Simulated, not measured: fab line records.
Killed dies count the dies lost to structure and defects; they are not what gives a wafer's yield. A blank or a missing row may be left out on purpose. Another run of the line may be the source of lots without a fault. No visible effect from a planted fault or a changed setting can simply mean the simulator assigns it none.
Which of the tools did it? :: flow berkeley-cmos170 :: 42 wafers from 14 lots sampled at 4 of the route's 331 steps

== WHAT THE GAUGES SHOWED, per wafer ==
UCB170_NSD_TW_MEAS_10.
lot: L708
measured: day 7 14:50
on: film-metro-02
NSD_TW: 4223 4193 4212

lot: L711
measured: day 7 14:59
on: film-metro-04
NSD_TW: 4180 4197 4195

lot: L710
measured: day 7 15:22
on: film-metro-02
NSD_TW: 4241 4198 4238

lot: L709
measured: day 7 15:29
on: film-metro-04
NSD_TW: 4181 4193 4163

lot: L716
measured: day 8 04:14
on: film-metro-04
NSD_TW: 4125 4143 4130

lot: L718
measured: day 9 06:18
on: film-metro-02
NSD_TW: 4196 4208 4193

lot: L719
measured: day 9 10:56
on: film-metro-03
NSD_TW: 4199 4194 4184

lot: L724
measured: day 9 22:51
on: film-metro-02
NSD_TW: 4207 4215 4221

lot: L721
measured: day 9 22:58
on: film-metro-04
NSD_TW: 4160 4162 4171

lot: L722
measured: day 10 06:32
on: film-metro-04
NSD_TW: 4146 4157 4168

lot: L730
measured: day 11 07:51
on: film-metro-04
NSD_TW: 4139 4165 4138

lot: L726
measured: day 11 07:56
on: film-metro-03
NSD_TW: 4222 4231 4241

lot: L727
measured: day 11 09:01
on: film-metro-02
NSD_TW: 4206 4202 4214

lot: L728
measured: day 11 09:04
on: film-metro-04
NSD_TW: 4159 4144 4158

UCB170_V1_CD_MEAS_12 targets a cd of 700 nm.
lot: L708
measured: day 8 07:53
on: cd-sem-01
cd-nm (nm): 700.5 700.5 700.6

lot: L711
measured: day 8 07:16
on: cd-sem-02
cd-nm (nm): 698.2 697.6 698.6

lot: L710
measured: day 8 08:11
on: cd-sem-02
cd-nm (nm): 699.2 700.1 700.2

lot: L709
measured: day 8 08:18
on: cd-sem-01
cd-nm (nm): 699.0 700.1 700.3

lot: L716
measured: day 9 05:19
on: cd-sem-02
cd-nm (nm): 699.5 700.4 699.0

lot: L718
measured: day 10 03:01
on: cd-sem-01
cd-nm (nm): 700.7 700.8 700.7

lot: L719
measured: day 10 03:44
on: cd-sem-01
cd-nm (nm): 699.8 702.0 700.9

lot: L724
measured: day 10 18:28
on: cd-sem-02
cd-nm (nm): 702.4 703.1 701.1

lot: L721
measured: day 10 18:05
on: cd-sem-02
cd-nm (nm): 700.6 699.3 699.7

lot: L722
measured: day 10 21:59
on: cd-sem-02
cd-nm (nm): 699.5 698.8 699.7

lot: L730
measured: day 12 01:26
on: cd-sem-01
cd-nm (nm): 697.3 698.3 698.1

lot: L726
measured: day 11 21:07
on: cd-sem-01
cd-nm (nm): 700.7 700.4 699.2

lot: L727
measured: day 12 01:41
on: cd-sem-02
cd-nm (nm): 696.6 697.5 697.6

lot: L728
measured: day 12 01:52
on: cd-sem-02
cd-nm (nm): 698.5 698.1 697.9

== WHAT TOOL EACH LOT RAN ON (gives the tool, then ch and the chambers of the sampled wafers, and finally the start) ==
lot: L708
UCB170_SDANNEAL_RTA_00: rtp-anneal-01 ch 0, day 7 16:28
UCB170_M1_METAL_ETCH_12: rie-metal-02 ch 0,1, day 8 00:40

lot: L711
UCB170_SDANNEAL_RTA_00: rtp-anneal-02 ch 0, day 7 16:37
UCB170_M1_METAL_ETCH_12: rie-metal-01 ch 0,1, day 8 00:18

lot: L710
UCB170_SDANNEAL_RTA_00: rtp-anneal-01 ch 0, day 7 16:37
UCB170_M1_METAL_ETCH_12: rie-metal-03 ch 0,1, day 8 00:28

lot: L709
UCB170_SDANNEAL_RTA_00: rtp-anneal-01 ch 0, day 7 16:56
UCB170_M1_METAL_ETCH_12: rie-metal-01 ch 0,1, day 8 02:02

lot: L716
UCB170_SDANNEAL_RTA_00: rtp-anneal-02 ch 0, day 8 05:11
UCB170_M1_METAL_ETCH_12: rie-metal-03 ch 0,1, day 8 21:34

lot: L718
UCB170_SDANNEAL_RTA_00: rtp-anneal-02 ch 0, day 9 07:22
UCB170_M1_METAL_ETCH_12: rie-metal-02 ch 0,1, day 9 15:19

lot: L719
UCB170_SDANNEAL_RTA_00: rtp-anneal-01 ch 0, day 9 11:57
UCB170_M1_METAL_ETCH_12: rie-metal-03 ch 1, day 9 18:43

lot: L724
UCB170_SDANNEAL_RTA_00: rtp-anneal-02 ch 0, day 10 01:34
UCB170_M1_METAL_ETCH_12: rie-metal-01 ch 0,1, day 10 10:03

lot: L721
UCB170_SDANNEAL_RTA_00: rtp-anneal-02 ch 0, day 10 01:59
UCB170_M1_METAL_ETCH_12: rie-metal-02 ch 0,1, day 10 09:34

lot: L722
UCB170_SDANNEAL_RTA_00: rtp-anneal-01 ch 0, day 10 07:33
UCB170_M1_METAL_ETCH_12: rie-metal-02 ch 0,1, day 10 15:26

lot: L730
UCB170_SDANNEAL_RTA_00: rtp-anneal-01 ch 0, day 11 09:31
UCB170_M1_METAL_ETCH_12: rie-metal-02 ch 0,1, day 11 18:13

lot: L726
UCB170_SDANNEAL_RTA_00: rtp-anneal-02 ch 0, day 11 09:40
UCB170_M1_METAL_ETCH_12: rie-metal-01 ch 0,1, day 11 16:44

lot: L727
UCB170_SDANNEAL_RTA_00: rtp-anneal-01 ch 0, day 11 10:38
UCB170_M1_METAL_ETCH_12: rie-metal-02 ch 0,1, day 11 19:40

lot: L728
UCB170_SDANNEAL_RTA_00: rtp-anneal-02 ch 0, day 11 11:05
UCB170_M1_METAL_ETCH_12: rie-metal-01 ch 0,1, day 11 19:19
- UCB170_SDANNEAL_RTA_00: time 10 s.
- UCB170_M1_METAL_ETCH_12: etches Al in Cl2/BCl3, stops on PSG, target depth 780 nm, time 130 s.

== WHAT THE TOOLS THEMSELVES READ (means of the sampled wafers that have a number; where no wafer has one, the mark that the record gives instead) ==
UCB170_SDANNEAL_RTA_00.
lot: L708
tool: rtp-anneal-01
lamp-power-pct (%): 26.2
wafer_temp_C_max: 904.9

lot: L711
tool: rtp-anneal-02
lamp-power-pct (%): 21.1
wafer_temp_C_max: 902.4

lot: L710
tool: rtp-anneal-01
lamp-power-pct (%): 26.2
wafer_temp_C_max: 905.6

lot: L709
tool: rtp-anneal-01
lamp-power-pct (%): 26.2
wafer_temp_C_max: 906.0

lot: L716
tool: rtp-anneal-02
lamp-power-pct (%): 21.1
wafer_temp_C_max: 902.7

lot: L718
tool: rtp-anneal-02
lamp-power-pct (%): 21.1
wafer_temp_C_max: 903.0

lot: L719
tool: rtp-anneal-01
lamp-power-pct (%): 26.2
wafer_temp_C_max: 907.5

lot: L724
tool: rtp-anneal-02
lamp-power-pct (%): 21.1
wafer_temp_C_max: 902.4

lot: L721
tool: rtp-anneal-02
lamp-power-pct (%): 21.1
wafer_temp_C_max: 902.2

lot: L722
tool: rtp-anneal-01
lamp-power-pct (%): 26.2
wafer_temp_C_max: 906.1

lot: L730
tool: rtp-anneal-01
lamp-power-pct (%): 26.2
wafer_temp_C_max: 904.9

lot: L726
tool: rtp-anneal-02
lamp-power-pct (%): 21.1
wafer_temp_C_max: 902.6

lot: L727
tool: rtp-anneal-01
lamp-power-pct (%): 26.2
wafer_temp_C_max: 907.1

lot: L728
tool: rtp-anneal-02
lamp-power-pct (%): 21.1
wafer_temp_C_max: 902.6

UCB170_M1_METAL_ETCH_12.
lot: L708
tool: rie-metal-02
bias-w (W): 119.8
drypump-motor-current-A (A): 5.7
oes-product-au (a.u.): 0.850
throttle-valve-pct (%): 24.47

lot: L711
tool: rie-metal-01
bias-w (W): 119.9
drypump-motor-current-A (A): 5.3
oes-product-au (a.u.): 0.848
throttle-valve-pct (%): 24.52

lot: L710
tool: rie-metal-03
bias-w (W): 120.0
drypump-motor-current-A (A): 5.4
oes-product-au (a.u.): 0.849
throttle-valve-pct (%): 24.31

lot: L709
tool: rie-metal-01
bias-w (W): 120.0
drypump-motor-current-A (A): 5.8
oes-product-au (a.u.): 0.851
throttle-valve-pct (%): 24.42

lot: L716
tool: rie-metal-03
bias-w (W): 126.1
drypump-motor-current-A (A): 5.4
oes-product-au (a.u.): 0.852
throttle-valve-pct (%): 24.44

lot: L718
tool: rie-metal-02
bias-w (W): 119.6
drypump-motor-current-A (A): 5.7
oes-product-au (a.u.): 0.842
throttle-valve-pct (%): 24.41

lot: L719
tool: rie-metal-03
bias-w (W): 129.6
drypump-motor-current-A (A): 5.4
oes-product-au (a.u.): 0.860
throttle-valve-pct (%): 24.57

lot: L724
tool: rie-metal-01
bias-w (W): 119.7
drypump-motor-current-A (A): 5.7
oes-product-au (a.u.): 0.836
throttle-valve-pct (%): 24.49

lot: L721
tool: rie-metal-02
bias-w (W): 120.2
drypump-motor-current-A (A): 5.7
oes-product-au (a.u.): 0.843
throttle-valve-pct (%): 24.41

lot: L722
tool: rie-metal-02
bias-w (W): 120.0
drypump-motor-current-A (A): 5.7
oes-product-au (a.u.): 0.850
throttle-valve-pct (%): 24.46

lot: L730
tool: rie-metal-02
bias-w (W): 120.1
drypump-motor-current-A (A): 5.7
oes-product-au (a.u.): 0.842
throttle-valve-pct (%): 24.42

lot: L726
tool: rie-metal-01
bias-w (W): 119.9
drypump-motor-current-A (A): 5.7
oes-product-au (a.u.): 0.836
throttle-valve-pct (%): 24.49

lot: L727
tool: rie-metal-02
bias-w (W): 119.6
drypump-motor-current-A (A): 5.7
oes-product-au (a.u.): 0.853
throttle-valve-pct (%): 24.42

lot: L728
tool: rie-metal-01
bias-w (W): 119.8
drypump-motor-current-A (A): 5.3
oes-product-au (a.u.): 0.845
throttle-valve-pct (%): 24.54

== THE ANSWER, worked out from the rows above alone ==
Rule: usual is defined by the lots themselves. Put in order of their means at a reading, lots are off if they are a third of the lots or fewer, leave a main group of 4 or more, and stand apart from it by a gap of 3 or more times the standard deviation of the main group's means; of several such gaps the widest counts. If all means in a main group match to the digits the tables above print for the reading, that group is not used. Also off: a lot with no number at a reading for which 4 or more lots have one. Where the step has rows for the other lots, those lots are counted as sound. After the gauges, taken in route order, come the tools' own readings; for these a lot's mean is taken, as printed above. The first step at which some lot is off is used, and at that step the reading that is off furthest; a lot without a number counts as furthest.
Off at UCB170_M1_METAL_ETCH_12 (bias-w): L716, L719. The main group has a mean of 119.9 W with a standard deviation of 0.18.
If a tool, at that step or one of the process steps before it, ran each lot that is off and ran no sound lot following the first of them, it fits. One fits: rie-metal-03 at UCB170_M1_METAL_ETCH_12. A fault onset in the window from L710 (day 8 00:28, its last sound lot) to L716 (day 8 21:34, its first lot off) fits.
On the lots that are off, the tool's own readings at UCB170_M1_METAL_ETCH_12 differ by more than 5 times the standard deviation of the sound lots' means, which bears it out; bias-w reads 127.8 W there versus 119.9 W on the sound lots.

== WHAT WAS PUT IN BY THE SIMULATOR ==
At UCB170_M1_METAL_ETCH_12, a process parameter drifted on rie-metal-03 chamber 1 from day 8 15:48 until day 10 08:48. From 120, the setting bias-w moved by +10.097. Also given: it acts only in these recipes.
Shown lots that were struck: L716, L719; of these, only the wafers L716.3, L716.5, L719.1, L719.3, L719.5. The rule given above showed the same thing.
